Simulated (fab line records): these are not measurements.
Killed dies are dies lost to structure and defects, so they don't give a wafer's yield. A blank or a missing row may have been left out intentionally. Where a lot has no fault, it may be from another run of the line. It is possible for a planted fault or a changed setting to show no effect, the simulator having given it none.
Chamber matching    flow berkeley cmos170    UCB170_V2_CMP_02 on cmp-02: 4 sister chambers
The step polishes SiO2. 16 wafers are shown with their chamber, then 8 later ones without.

## EACH WAFER AND ITS CHAMBER
wafer   chamber  motor current A (A)
L979.2  2        16.1
L979.3  0        13.1
L979.5  1        15.9
L978.1  2        15.4
L978.3  3        15.5
L978.4  0        13.3
L981.1  0        13.4
L981.3  3        15.0
L981.6  2        16.2
L984.1  3        15.5
L984.2  2        14.8
L984.3  0        13.2
L985.1  3        15.9
L985.4  1        16.8
L985.6  0        12.8
L994.2  2        16.1

SIGNATURES (means of the wafers above)
reading          chamber 0  chamber 1  chamber 2  chamber 3  scatter within a chamber
motor current A  13.160     16.350     15.720     15.475     0.456
Rule: a wafer lies at a distance from a chamber equal to the root of the sum of squares, over the readings, of (its reading less the chamber's mean, divided by the reading's scatter). The wafer belongs to the nearest chamber; if the next one is less than 2 further off, it can't be placed. How the scatter is found: for the shown wafers, subtract from each reading the mean of its chamber, square and add these, divide the total by (wafers less chambers), then take the root.

## WAFERS MISSING THEIR CHAMBER
wafer   motor current A (A)
L994.3  16.1
L994.5  15.8
L993.2  16.2
L993.4  16.5
L993.6  16.6
L998.3  16.2
L998.5  16.0
L998.6  15.8

## THE CHAMBER EACH PASSED THROUGH
wafer   from the rows above           in truth
L994.3  can't be placed: 1 or 2 or 3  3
L994.5  can't be placed: 2 or 3 or 1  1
L993.2  can't be placed: 1 or 2 or 3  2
L993.4  can't be placed: 1 or 2 or 3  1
L993.6  can't be placed: 1 or 2 or 3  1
L998.3  can't be placed: 1 or 2 or 3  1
L998.5  can't be placed: 2 or 1 or 3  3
L998.6  can't be placed: 2 or 3 or 1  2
Correct placement for 0 of the 8. From these rows, 8 cannot be placed; in 8 the true chamber is one of the candidates. Number placed wrongly: 0.
